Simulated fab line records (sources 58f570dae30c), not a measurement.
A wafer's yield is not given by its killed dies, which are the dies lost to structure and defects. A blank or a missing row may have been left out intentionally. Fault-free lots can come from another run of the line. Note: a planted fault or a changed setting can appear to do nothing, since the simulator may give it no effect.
Which tool is to blame? ; flow berkeleyCmos170 ; 7 lots, 21 wafers sampled, at 2 steps of a route of 331

== WHAT THE GAUGES SHOWED, per wafer ==
UCB170_PWELL_TW_MEAS_17.
lot;measured;on;PWELL_TW
L173;day 3 04:41;filmMetro-02;379.7 380.4 377.8
L176;day 3 16:04;filmMetro-01;385.2 386.8 386.9
L180;day 4 09:49;filmMetro-03;377.6 375.9 377.4
L184;day 5 10:53;filmMetro-03;342.4 338.7 340.3
L190;day 6 16:34;filmMetro-02;384.1 384.7 381.9
L193;day 7 06:22;filmMetro-01;382.8 382.8 383.0
L194;day 7 15:01;filmMetro-01;384.9 383.1 382.5

== WHICH TOOL RAN EACH LOT (tool, then ch and the chambers of the sampled wafers, then the start) ==
lot;UCB170_PWELL_IMPLANT_15
L173;implanter-04 ch 0, day 3 04:28
L176;implanter-01 ch 0, day 3 15:49
L180;implanter-04 ch 0, day 4 09:34
L184;implanter-04 ch 0, day 5 10:39
L190;implanter-03 ch 0, day 6 16:19
L193;implanter-03 ch 0, day 7 06:07
L194;implanter-03 ch 0, day 7 14:46
- UCB170_PWELL_IMPLANT_15

== THE ANSWER, worked out from the rows above alone ==
Rule: the usual values come from the lots themselves. The widest of any qualifying gaps counts: lots, ordered by their means at a reading, are off when they make up no more than a third of the lots, leave a main group of 4 or more, and stand apart from it by 3 or more times the standard deviation of that group's means. The tables above print the reading to a certain number of digits; a main group whose means all agree to those digits is not used. Also off: a lot with no number at a reading for which 4 or more lots have one. The other lots that the step has rows for count as sound.
Off: at UCB170_PWELL_TW_MEAS_17 (PWELL_TW), L184. Mean 382.1 and standard deviation 3.1 in the main group.
If a tool, at a process step before that reading, ran all the lots that are off and no sound lot after the first of them, it fits. The gauges at UCB170_PWELL_TW_MEAS_17 are tried like those tools. This does not decide it: 2 tools fit, namely implanter-04 at UCB170_PWELL_IMPLANT_15 and filmMetro-03 at UCB170_PWELL_TW_MEAS_17.

== WHAT THE SIMULATOR PUT IN ==
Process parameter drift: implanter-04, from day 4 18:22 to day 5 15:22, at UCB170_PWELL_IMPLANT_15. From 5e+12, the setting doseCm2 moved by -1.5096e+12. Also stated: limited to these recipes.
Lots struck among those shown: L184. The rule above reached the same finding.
